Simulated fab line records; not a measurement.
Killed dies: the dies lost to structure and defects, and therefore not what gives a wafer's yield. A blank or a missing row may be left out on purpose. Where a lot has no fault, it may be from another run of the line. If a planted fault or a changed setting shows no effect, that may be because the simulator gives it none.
Chamber matching + flow berkeleyCmos170 + rieDiel-02 running UCB170_SPACER_ETCHBACK_03: 4 sister chambers
The step etches SiO2 in CHF3/CF4/Ar, stops on Si, target depth 376 nm, time 100 s. 8 wafers are shown with their chamber, then 8 later ones without.

## WAFERS, EACH WITH ITS CHAMBER
| wafer  | chamber | throttleValvePct (%) | oesProductAu (a.u.) |
|--------|---------|----------------------|---------------------|
| L074.6 | 1       | 6.62                 | 0.891               |
| L078.6 | 3       | 6.50                 | 0.914               |
| L083.3 | 3       | 6.49                 | 0.901               |
| L083.4 | 0       | 6.44                 | 0.889               |
| L085.2 | 2       | 6.57                 | 0.896               |
| L085.3 | 0       | 6.44                 | 0.878               |
| L085.4 | 1       | 6.63                 | 0.883               |
| L087.1 | 2       | 6.57                 | 0.898               |

## WAFERS WITHOUT THEIR CHAMBER
| wafer  | throttleValvePct (%) | oesProductAu (a.u.) |
|--------|----------------------|---------------------|
| L087.3 | 6.51                 | 0.899               |
| L087.4 | 6.63                 | 0.885               |
| L091.2 | 6.55                 | 0.909               |
| L091.5 | 6.45                 | 0.893               |
| L091.6 | 6.63                 | 0.889               |
| L094.3 | 6.43                 | 0.878               |
| L094.5 | 6.51                 | 0.915               |
| L094.6 | 6.55                 | 0.903               |

## EACH ONE'S CHAMBER
| wafer  | from the rows above | in truth |
|--------|---------------------|----------|
| L087.3 | 3                   | 3        |
| L087.4 | 1                   | 1        |
| L091.2 | 2                   | 2        |
| L091.5 | 0                   | 0        |
| L091.6 | 1                   | 1        |
| L094.3 | 0                   | 0        |
| L094.5 | 3                   | 3        |
| L094.6 | 2                   | 2        |
8 of 8 placed correctly. Left unplaced by these rows: 0. 0 placed wrongly.
How it was worked out, from the rows above alone: a wafer's distance from a chamber is the root of the sum, over the readings, of the square of ((its reading less the chamber's mean) divided by the reading's scatter). The wafer belongs to the nearest chamber; if the next one is less than 2 further off, it can't be placed. For every chamber, the mean is computed from those of its wafers that are shown. The scatter: the root of (the sum of the squares of (reading less its chamber's mean) over the shown wafers, divided by (wafers less chambers)).
